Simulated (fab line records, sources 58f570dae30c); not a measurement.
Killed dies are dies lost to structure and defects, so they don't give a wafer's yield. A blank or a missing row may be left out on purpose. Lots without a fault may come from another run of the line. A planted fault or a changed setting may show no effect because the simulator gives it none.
fab line records | flow berkeley_cmos170 | part 1 of 2: steps 1 to 35 of 44
record lots=6 wafers=18 last_day=12
route steps=331 shown SDANNEAL@205 PSD@206 NSD@207 PLDD@208 NLDD@209 SILICIDE@210 CONTACT@216 M1@238 M3@331
lots that met no fault: from a run of the same line without faults
start_h: hours from the record's first day to the start of the lot's first wafer shown | wait_h: hours since the lot's step before | " the same as in the row above | L1.1+2: a row that stands for several wafers | - no value, or no start given | * or withheld: withheld | < > ~ a bound
route shown NAME@n: a module of which the file shows steps, and the number in the route of the first | usual: mean/standard deviation of fault-free wafers | same: alike in all rows | chamber/n: place in a boat | sites: the reading at each site | _std_site: their standard deviation | _edge_site: outer sites' mean less inner sites' | radius_mm: how far each site lies from the wafer's centre | mask NAME#n: copy n | behind: the tool/chamber that last shaped the wafer | hold: why the lot was held/for how many hours/how that ended | device: the transistor (n, p or np) that didn't switch | end of line: the same wafers' tests at the end of the route | a step without rows: its recipe alone | killed: dies lost to structure and defects at the first sort, not the wafer's yield | map: a wafer's dies, x killed, . not, _ none there
set.NAME: the setting as run; set.NAME@STEP: as run at that earlier step | model.NAME: the simulator's own value behind a step, which no gauge read
lots at some steps of the route; a table a step, a row a wafer
services: from which hour (start_h, from the record's first day; less than 0 if before it) a tool's chamber was out of use, for how many hours, and why
## steps
# step UCB170_SDANNEAL_RTA_01
# recipe temp_c=1050 time_s=5 ambient=N2
# usual lamp_power_pct=34.5/0.38 wafer_temp_C_max=1055.3/1.2
# columns lot.wafer tool chamber start_h wait_h lamp_power_pct wafer_temp_C_max
L355.1 rtp_anneal-02 0 174.68 0.1 34.9 1053.8
L355.3 " 0 " " 34.9 1054.1
L355.4 " 0 " " 34.9 1055.7
L357.2 rtp_anneal-02 0 190.33 0.1 35.0 1054.5
L357.3 " 0 " " 34.9 1054.0
L357.6 " 0 " " 34.9 1053.5
L368.1 rtp_anneal-01 0 221.92 0.1 34.2 1057.6
L368.5 " 0 " " 34.2 1057.2
L368.6 " 0 " " 34.1 1056.5
L367.2 rtp_anneal-02 0 222.37 0.1 35.0 1054.4
L367.3 " 0 " " 34.9 1054.1
L367.4 " 0 " " 34.9 1055.3
L374.2 rtp_anneal-01 0 268.11 0.1 34.1 1055.5
L374.3 " 0 " " 34.2 1058.3
L374.5 " 0 " " 34.1 1056.4
L375.2 rtp_anneal-01 0 268.64 0.1 34.1 1053.6
L375.3 " 0 " " 34.1 1054.4
L375.5 " 0 " " 34.2 1054.0
# step UCB170_SDANNEAL_RS_MEAS_02
# recipe thk_meas_gauge=four-point-probe
# usual PSD_RS=75.5/0.33
# columns lot.wafer tool chamber start_h wait_h PSD_RS[ohm/sq]
L355.1 film_metro-03 - 174.75 0.1 75.2
L355.3 " - " " 74.9
L355.4 " - " " 75.5
L357.2 film_metro-02 - 190.40 0.1 75.5
L357.3 " - " " 75.6
L357.6 " - " " 75.4
L368.1 film_metro-02 - 221.99 0.1 75.4
L368.5 " - " " 75.3
L368.6 " - " " 75.5
L367.2 film_metro-01 - 222.43 0.1 76.0
L367.3 " - " " 75.9
L367.4 " - " " 75.8
L374.2 film_metro-03 - 268.18 0.1 75.8
L374.3 " - " " 75.9
L374.5 " - " " 75.9
L375.2 film_metro-02 - 268.71 0.1 75.7
L375.3 " - " " 75.3
L375.5 " - " " 75.3
# step UCB170_SDANNEAL_RS_MEAS_03
# recipe thk_meas_gauge=four-point-probe
# usual NSD_RS=37.24/0.1
# columns lot.wafer tool chamber start_h wait_h NSD_RS[ohm/sq]
L355.1 film_metro-03 - 174.87 0.1 37.18
L355.3 " - " " 37.12
L355.4 " - " " 37.09
L357.2 film_metro-02 - 190.52 0.1 37.16
L357.3 " - " " 37.14
L357.6 " - " " 37.13
L368.1 film_metro-02 - 222.11 0.1 37.24
L368.5 " - " " 37.23
L368.6 " - " " 37.19
L367.2 film_metro-01 - 222.55 0.1 37.38
L367.3 " - " " 37.32
L367.4 " - " " 37.30
L374.2 film_metro-03 - 268.30 0.1 37.24
L374.3 " - " " 37.28
L374.5 " - " " 37.29
L375.2 film_metro-02 - 268.83 0.1 37.11
L375.3 " - " " 37.13
L375.5 " - " " 37.16
# step UCB170_SDANNEAL_RS_MEAS_04
# recipe thk_meas_gauge=four-point-probe
# usual PLDD_RS=1031.5/2.5
# columns lot.wafer tool chamber start_h wait_h PLDD_RS[ohm/sq]
L355.1 film_metro-03 - 174.99 0.1 1034.3
L355.3 " - " " 1033.8
L355.4 " - " " 1031.5
L357.2 film_metro-02 - 190.64 0.1 1026.2
L357.3 " - " " 1027.0
L357.6 " - " " 1023.2
L368.1 film_metro-02 - 222.23 0.1 1031.6
L368.5 " - " " 1031.5
L368.6 " - " " 1032.0
L367.2 film_metro-01 - 222.67 0.1 1032.3
L367.3 " - " " 1031.0
L367.4 " - " " 1035.3
L374.2 film_metro-03 - 268.42 0.1 1032.0
L374.3 " - " " 1035.2
L374.5 " - " " 1032.2
L375.2 film_metro-02 - 268.95 0.1 1029.5
L375.3 " - " " 1031.9
L375.5 " - " " 1028.6
# step UCB170_SDANNEAL_RS_MEAS_05
# recipe thk_meas_gauge=four-point-probe
# usual NLDD_RS=616.1/1.6
# columns lot.wafer tool chamber start_h wait_h NLDD_RS[ohm/sq]
L355.1 film_metro-03 - 175.11 0.1 617.7
L355.3 " - " " 618.5
L355.4 " - " " 617.9
L357.2 film_metro-02 - 190.76 0.1 615.8
L357.3 " - " " 615.3
L357.6 " - " " 616.4
L368.1 film_metro-02 - 222.35 0.1 614.1
L368.5 " - " " 613.6
L368.6 " - " " 614.1
L367.2 film_metro-01 - 222.79 0.1 617.0
L367.3 " - " " 616.5
L367.4 " - " " 616.4
L374.2 film_metro-03 - 268.54 0.1 615.7
L374.3 " - " " 616.3
L374.5 " - " " 615.9
L375.2 film_metro-02 - 269.07 0.1 615.2
L375.3 " - " " 613.7
L375.5 " - " " 612.4
# step UCB170_SILICIDE_PRE_CLEAN_00
# recipe gas=Ar preclean_etch_time_s=60
# step UCB170_SILICIDE_SPUTTER_01
# recipe material=Ti target_thk_nm=30 time_s=25 power_w=1500 chamber_pressure_pa=0.5
# step UCB170_SILICIDE_RS_MEAS_02
# recipe thk_meas_gauge=four-point-probe reads=Ti_of_SILICIDE_SPUTTER_01
# usual SILICIDE_TI_RS=26.05/0.29
# columns lot.wafer tool chamber start_h wait_h SILICIDE_TI_RS[ohm/sq]
L355.1 film_metro-04 - 175.33 0.0 25.95
L355.3 " - " " 25.94
L355.4 " - " " 26.03
L357.2 film_metro-04 - 190.97 0.0 26.06
L357.3 " - " " 25.84
L357.6 " - " " 26.21
L368.1 film_metro-02 - 222.59 0.0 26.29
L368.5 " - " " 26.11
L368.6 " - " " 26.11
L367.2 film_metro-01 - 223.01 0.0 26.17
L367.3 " - " " 26.33
L367.4 " - " " 26.30
L374.2 film_metro-04 - 268.87 0.2 26.64
L374.3 " - " " 26.41
L374.5 " - " " 26.32
L375.2 film_metro-02 - 269.29 0.0 26.00
L375.3 " - " " 26.21
L375.5 " - " " 26.10
# step UCB170_SILICIDE_THK_MEAS_03
# recipe thk_meas_gauge=xrf reads=Ti_of_SILICIDE_SPUTTER_01
# usual SILICIDE_TI_THK=29.8/0.44
# columns lot.wafer tool chamber start_h wait_h SILICIDE_TI_THK[nm]
L355.1 film_metro-04 - 175.45 0.1 30.4
L355.3 " - " " 30.3
L355.4 " - " " 30.2
L357.2 film_metro-04 - 191.08 0.1 30.1
L357.3 " - " " 30.6
L357.6 " - " " 30.2
L368.1 film_metro-02 - 222.71 0.1 29.1
L368.5 " - " " 29.4
L368.6 " - " " 29.4
L367.2 film_metro-01 - 223.12 0.1 29.8
L367.3 " - " " 29.6
L367.4 " - " " 29.5
L374.2 film_metro-04 - 268.98 0.1 29.8
L374.3 " - " " 29.9
L374.5 " - " " 29.8
L375.2 film_metro-02 - 269.40 0.1 29.5
L375.3 " - " " 29.4
L375.5 " - " " 29.4
# step UCB170_SILICIDE_RTA_04
# recipe temp_c=650 time_s=15 ambient=N2
# usual lamp_power_pct=9.60/0.11 wafer_temp_C_max=653.2/0.76
# columns lot.wafer tool chamber start_h wait_h lamp_power_pct wafer_temp_C_max
L355.1 rtp_anneal-01 0 175.51 0.1 9.49 654.0
L355.3 " 0 " " 9.49 654.7
L355.4 " 0 " " 9.48 654.8
L357.2 rtp_anneal-02 0 191.15 0.1 9.69 652.7
L357.3 " 0 " " 9.70 652.3
L357.6 " 0 " " 9.70 653.4
L368.1 rtp_anneal-01 0 222.77 0.1 9.48 653.4
L368.5 " 0 " " 9.48 652.7
L368.6 " 0 " " 9.48 654.5
L367.2 rtp_anneal-02 0 223.18 0.1 9.69 652.7
L367.3 " 0 " " 9.70 652.6
L367.4 " 0 " " 9.70 652.6
L374.2 rtp_anneal-02 0 269.05 0.1 9.70 652.8
L374.3 " 0 " " 9.70 653.1
L374.5 " 0 " " 9.70 652.1
L375.2 rtp_anneal-02 0 269.46 0.1 9.71 653.4
L375.3 " 0 " " 9.69 652.2
L375.5 " 0 " " 9.71 652.1
# step UCB170_SILICIDE_WET_ETCH_05
# recipe chemistry=SPM time_s=45 temp_c=120 target=Ti
# step UCB170_CONTACT_CLEAN_00
# recipe chemistry=SPM temp_c=120 time_s=600
# step UCB170_CONTACT_CVD_01
# recipe material=PSG target_thk_nm=700 temp_c=450 precursor=SiH4/O2/PH3 time_s=2820 pressure_mtorr=300 sih4_flow_sccm=60 o2_flow_sccm=90 ph3_flow_sccm=25
# usual o2_flow_sccm=90.0/0.3 pressure_mtorr=299.9/0.65
# columns lot.wafer tool chamber start_h wait_h o2_flow_sccm pressure_mtorr model.PSG_of_CONTACT_CVD_01.thk_nm
L355.1 lpcvd-02 0 176.62 0.7 90.4 301.1 699.7
L355.3 " 0 " " 90.3 300.6 702.1
L355.4 " 0 " " 90.4 300.5 692
L357.2 lpcvd-01 0 192.22 0.8 90.0 299.4 706.9
L357.3 " 0 " " 90.0 300.1 710.7
L357.6 " 0 " " 90.3 299.7 703.7
L367.2 lpcvd-01 0 224.72 1.2 72.0 300.5 633
L367.3 " 0 " " 72.4 300.4 632.4
L367.4 " 0 " " 72.1 300.1 629.4
L368.1 lpcvd-01 1 224.72 1.7 71.8 301.2 617.5
L368.5 " 1 " " 71.8 299.6 621.3
L368.6 " 1 " " 71.8 300.6 617.4
L374.2 lpcvd-02 0 269.30 0.0 89.9 299.4 709.7
L374.3 " 0 " " 89.6 299.4 715.2
L374.5 " 0 " " 89.3 299.7 704.5
L375.2 lpcvd-02 0 271.09 1.3 90.2 299.4 705
L375.3 " 0 " " 90.0 299.9 709.4
L375.5 " 0 " " 90.2 300.2 704.1
# step UCB170_CONTACT_THK_MEAS_02
# recipe reads=PSG_of_CONTACT_CVD_01
# usual CONTACT_PSG_THK=703/5.7
# columns lot.wafer tool chamber start_h wait_h CONTACT_PSG_THK[nm]
L355.1 film_metro-04 - 178.41 0.0 699
L355.3 " - " " 702
L355.4 " - " " 692
L357.2 film_metro-04 - 194.02 0.0 707
L357.3 " - " " 710
L357.6 " - " " 703
L368.1 film_metro-02 - 226.50 0.0 618
L368.5 " - " " 621
L368.6 " - " " 618
L367.2 film_metro-03 - 226.51 0.0 632
L367.3 " - " " 632
L367.4 " - " " 629
L374.2 film_metro-03 - 271.10 0.0 710
L374.3 " - " " 715
L374.5 " - " " 704
L375.2 film_metro-03 - 272.89 0.0 705
L375.3 " - " " 709
L375.5 " - " " 704
# step UCB170_CONTACT_HMDS_03
# recipe prime_time_s=60 prime_temp_c=100
# step UCB170_CONTACT_COAT_04
# recipe resist=KrF spin_rpm=1500 resist_thk_nm=900
# step UCB170_CONTACT_SOFTBAKE_05
# recipe resist=KrF temp_c=130 time_s=60
# step UCB170_CONTACT_STRIP_06
# recipe chemistry=O2 power_w=400 pressure_mtorr=3500 platen_temp_c=withheld o2_flow_sccm=400 overash_fraction=0.5
# step UCB170_CONTACT_CLEAN_07
# recipe chemistry=SPM temp_c=120 time_s=600
# step UCB170_CONTACT_RTA_08
# recipe temp_c=900 time_s=10 ambient=N2
# step UCB170_CONTACT_COAT_09
# recipe resist=BARC temp_c=withheld time_s=withheld spin_rpm=3000 resist_thk_nm=withheld
# step UCB170_CONTACT_COAT_10
# recipe resist=KrF spin_rpm=1500 resist_thk_nm=900
# step UCB170_CONTACT_SOFTBAKE_11
# recipe resist=KrF temp_c=130 time_s=60
# step UCB170_CONTACT_EXPOSE_12
# recipe mask_id=CONT target_cd_nm=700 na=0.5 sigma_outer=0.6 source_shape=conventional dose_mj=35
# step UCB170_CONTACT_PEB_13
# recipe peb_temp_c=130 peb_time_s=withheld resist=KrF
# step UCB170_CONTACT_DEVELOP_14
# recipe developer=TMAH develop_time_s=45 resist=KrF dev_temp_c=21
# step UCB170_CONTACT_CD_MEAS_15
# recipe target_cd_nm=700
# usual cd_nm=699.6/1.2
# columns lot.wafer tool chamber start_h wait_h cd_nm
L355.1 cd_sem-02 - 181.68 - 697.9
L355.3 " - " " 697.4
L355.4 " - " " 698.8
L357.2 cd_sem-02 - 199.99 - 700.4
L357.3 " - " " 700.6
L357.6 " - " " 700.5
L367.2 cd_sem-01 - 230.36 - 697.5
L367.3 " - " " 697.9
L367.4 " - " " 697.8
L368.1 cd_sem-02 - 230.48 - 700.4
L368.5 " - " " 700.3
L368.6 " - " " 700.4
L374.2 cd_sem-02 - 275.26 - 700.4
L374.3 " - " " 700.7
L374.5 " - " " 702.4
L375.2 cd_sem-01 - 275.79 - 699.7
L375.3 " - " " 700.5
L375.5 " - " " 700.2
# step UCB170_CONTACT_OVL_MEAS_16
# usual CONTACT_OVL=5/5.9
# columns lot.wafer tool chamber start_h wait_h CONTACT_OVL[nm]
L355.1 overlay-02 - 181.80 0.1 1
L355.3 " - " " 0
L355.4 " - " " 2
L357.2 overlay-02 - 200.10 0.1 0
L357.3 " - " " 2
L357.6 " - " " -4
L367.2 overlay-01 - 230.46 0.1 6
L367.3 " - " " -1
L367.4 " - " " 7
L368.1 overlay-02 - 230.60 0.1 3
L368.5 " - " " 0
L368.6 " - " " -9
L374.2 overlay-02 - 275.37 0.1 0
L374.3 " - " " 1
L374.5 " - " " 9
L375.2 overlay-01 - 275.90 0.1 -1
L375.3 " - " " 4
L375.5 " - " " 9
# step UCB170_CONTACT_ETCH_17
# recipe chemistry=N2/H2 target_depth_a=withheld overetch_a=withheld target=BARC time_s=withheld source_w=500 bias_w=100 pressure_mtorr=30 n2_flow_sccm=100 h2_flow_sccm=200
# usual drypump_motor_current_A=5.7/0.35 oes_product_au=0.995/0.023 throttle_valve_pct=13.29/0.16
# columns lot.wafer tool chamber start_h wait_h drypump_motor_current_A oes_product_au throttle_valve_pct
L355.1 rie_diel-02 2 181.83 0.0 6.2 0.960 13.41
L355.3 " 0 " " 5.0 0.988 13.57
L355.4 " 1 " " 5.8 1.024 13.42
L357.2 rie_diel-04 3 200.13 0.0 5.3 0.999 13.36
L357.3 " 1 " " 5.9 1.014 13.12
L357.6 " 0 " " 5.8 1.002 13.46
L367.2 rie_diel-04 2 230.49 0.0 5.4 1.007 13.43
L367.3 " 1 " " 5.9 1.018 13.11
L367.4 " 0 " " 5.8 1.004 13.45
L368.1 rie_diel-01 0 230.64 0.0 5.3 0.987 13.21
L368.5 " 0 " " 5.3 0.982 13.21
L368.6 " 1 " " 6.1 1.006 13.00
L374.2 rie_diel-01 0 275.40 0.0 5.3 0.998 13.22
L374.3 " 2 " " 6.1 0.950 13.18
L374.5 " 0 " " 5.3 0.987 13.20
L375.2 rie_diel-02 3 275.93 0.0 6.0 1.015 13.14
L375.3 " 1 " " 5.8 1.025 13.43
L375.5 " 1 " " 5.8 1.031 13.43
# step UCB170_CONTACT_ETCH_18
# recipe chemistry=CHF3/CF4/Ar target=PSG stop_on=TiSi2 CHF3_flow_sccm=45 cf4_flow_sccm=15 Ar_flow_sccm=150 pressure_mtorr=200 rf_w=700 target_depth_a=8400 over_etch_frac=0.2 time_s=195
# usual drypump_motor_current_A=5.7/0.35 oes_product_au=0.897/0.019 throttle_valve_pct=6.91/0.11
# columns lot.wafer tool chamber start_h wait_h drypump_motor_current_A oes_product_au rf_hours_counter_h throttle_valve_pct model.etch.depth_nm model.CONTACT.feature_depth_nm
L355.1 rie_diel-02 2 - - 6.2 0.867 2 6.98 699.7 699.7
L355.3 " 0 " " 5.0 0.891 117 7.11 702.1 702.1
L355.4 " 1 " " 5.8 0.913 4 6.96 692 692
L357.2 rie_diel-04 3 - - 5.3 0.918 101 6.91 706.9 706.9
L357.3 " 1 " " 6.0 0.922 8 6.78 710.7 710.7
L357.6 " 0 " " 5.8 0.910 - 7.03 703.7 703.7
L367.2 rie_diel-04 2 - - 5.4 0.865 2 7.03 633 633
L367.3 " 1 " " 6.0 0.858 10 6.79 632.4 632.4
L367.4 " 0 " " 5.8 0.857 9 7.03 629.4 629.4
L368.1 rie_diel-01 0 - - 5.3 0.825 9 6.84 617.5 617.5
L368.5 " 0 " " 5.3 0.826 - 6.86 621.3 621.3
L368.6 " 1 " " 6.0 0.844 - 6.77 617.4 617.4
L374.2 rie_diel-01 0 - - 5.3 0.892 12 6.84 709.7 709.7
L374.3 " 2 " " 6.0 0.874 105 6.88 715.2 715.2
L374.5 " 0 " " 5.3 0.882 - 6.86 704.5 704.5
L375.2 rie_diel-02 3 - - 6.0 0.901 106 6.83 705 705
L375.3 " 1 " " 5.8 0.923 9 6.98 709.4 709.4
L375.5 " 1 " " 5.8 0.922 - 6.98 704.1 704.1
# step UCB170_CONTACT_STRIP_19
# recipe chemistry=O2 power_w=400 pressure_mtorr=3500 platen_temp_c=withheld o2_flow_sccm=400 overash_fraction=0.5
# usual drypump_motor_current_A=6.0/0.34 oes_product_au=0.725/0.0047
# columns lot.wafer tool chamber start_h wait_h drypump_motor_current_A oes_product_au rf_hours_counter_h
L355.1 plasma_asher-03 1 182.00 - 5.4 0.723 37
L355.3 " 0 " " 6.2 0.725 -
L355.4 " 1 " " 5.4 0.732 -
L357.2 plasma_asher-04 0 200.29 - 6.4 0.727 10
L357.3 " 0 " " 6.4 0.728 -
L357.6 " 0 " " 6.4 0.729 -
L367.2 plasma_asher-04 1 230.66 - 6.1 0.719 16
L367.3 " 0 " " 6.4 0.727 -
L367.4 " 1 " " 6.1 0.727 -
L368.1 plasma_asher-02 0 230.80 - 5.7 0.731 50
L368.5 " 1 " " 6.2 0.733 -
L368.6 " 0 " " 5.7 0.733 -
L374.2 plasma_asher-02 0 275.56 - 5.7 0.726 55
L374.3 " 0 " " 5.6 0.728 -
L374.5 " 0 " " 5.7 0.729 -
L375.2 plasma_asher-04 1 276.10 - 6.1 0.723 21
L375.3 " 0 " " 6.4 0.729 -
L375.5 " 0 " " 6.4 0.730 -
# step UCB170_CONTACT_CD_MEAS_90
# recipe target_cd_nm=700
# usual cd_nm=699.5/1.4
# columns lot.wafer tool chamber start_h wait_h cd_nm
L355.1 cd_sem-02 - 182.52 0.5 697.8
L355.3 " - " " 696.6
L355.4 " - " " 699.0
L357.2 cd_sem-02 - 200.83 0.5 701.3
L357.3 " - " " 701.3
L357.6 " - " " 700.7
L367.2 cd_sem-01 - 230.78 0.1 697.5
L367.3 " - " " 698.5
L367.4 " - " " 697.9
L368.1 cd_sem-01 - 230.90 0.1 700.4
L368.5 " - " " 700.6
L368.6 " - " " 700.0
L374.2 cd_sem-02 - 275.68 0.1 700.6
L374.3 " - " " 700.4
L374.5 " - " " 702.1
L375.2 cd_sem-01 - 276.22 0.1 700.5
L375.3 " - " " 700.0
L375.5 " - " " 699.8
# step UCB170_CONTACT_CLEAN_20
# recipe chemistry=SPM temp_c=120 time_s=600
# step UCB170_M1_SPUTTER_00
# recipe material=Al target_thk_nm=600 time_s=80 power_w=6000 chamber_pressure_pa=0.5
# usual throttle_valve_pct=30.4/1
# columns lot.wafer tool chamber start_h wait_h throttle_valve_pct
L355.1 pvd_sputter-01 - 182.87 0.0 29.9
L355.3 " - " " 30.8
L355.4 " - " " 28.7
L357.2 pvd_sputter-03 - 201.49 0.0 32.0
L357.3 " - " " 29.4
L357.6 " - " " 30.9
L367.2 pvd_sputter-03 - 231.07 0.0 31.2
L367.3 " - " " 31.8
L367.4 " - " " 29.4
L368.1 pvd_sputter-02 - 231.27 0.0 30.6
L368.5 " - " " 30.1
L368.6 " - " " 31.8
L374.2 pvd_sputter-02 - 276.12 0.0 30.1
L374.3 " - " " 29.8
L374.5 " - " " 29.8
L375.2 pvd_sputter-03 - 276.56 0.0 32.4
L375.3 " - " " 30.7
L375.5 " - " " 31.0
# step UCB170_M1_RS_MEAS_01
# recipe thk_meas_gauge=four-point-probe reads=Al_of_M1_SPUTTER_00
# usual M1_AL_RS=0.0483/0.0005
# columns lot.wafer tool chamber start_h wait_h M1_AL_RS[ohm/sq]
L355.1 film_metro-03 - 182.93 0.0 0.0484
L355.3 " - " " 0.0492
L355.4 " - " " 0.0487
L357.2 film_metro-03 - 201.57 0.1 0.0478
L357.3 " - " " 0.0479
L357.6 " - " " 0.0478
L367.2 film_metro-02 - 231.15 0.1 0.0474
L367.3 " - " " 0.0478
L367.4 " - " " 0.0478
L368.1 film_metro-03 - 231.33 0.0 0.0483
L368.5 " - " " 0.0482
L368.6 " - " " 0.0482
L374.2 film_metro-03 - 276.20 0.1 0.0482
L374.3 " - " " 0.0481
L374.5 " - " " 0.0479
L375.2 film_metro-01 - 276.65 0.1 0.0480
L375.3 " - " " 0.0475
L375.5 " - " " 0.0478
## key
first_sign step=UCB170_CONTACT_CVD_01 reading=o2_flow_sccm direction=down sigmas=60 usual=90.0 struck=72.0
effect step=UCB170_CONTACT_THK_MEAS_02 reading=CONTACT_PSG_THK direction=down sigmas=13 usual=703 struck=625
effect step=UCB170_CONTACT_ETCH_18 reading=oes_product_au direction=down sigmas=2.6 usual=0.897 struck=0.846
model_effect step=UCB170_CONTACT_CVD_01 value=PSG_of_CONTACT_CVD_01.thk_nm without=697.2 struck=625.2
model_effect step=UCB170_CONTACT_ETCH_18 value=etch.depth_nm without=697.2 struck=625.2
model_effect step=UCB170_M1_METAL_ETCH_12 value=PSG_of_CONTACT_CVD_01.thk_nm without=659.7 struck=587.7
model_effect step=UCB170_M3_PROBE_99 value=etest.field_p_metal.vt_v without=-59.16 struck=-54.98
met_at UCB170_CONTACT_CVD_01
struck_wafers L367.2,L367.3,L367.4,L368.1,L368.5,L368.6
tester_left_out L367,L368
onset_between 192.22 224.72
fault kind=process_parameter_drift tool=lpcvd-01 chamber=- onset_h=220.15 steps=UCB170_CONTACT_CVD_01 channel=o2_flow_sccm offset=-18 shape=step end_h=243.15 stated=90
# tester_left_out: of these lots the tester's yield and bins aren't shown, on N5 and GAA mostly nor the transistor test; their killed dies are dies lost to structure and defects alone, not to doping, threshold or leakage, so they don't give the yield
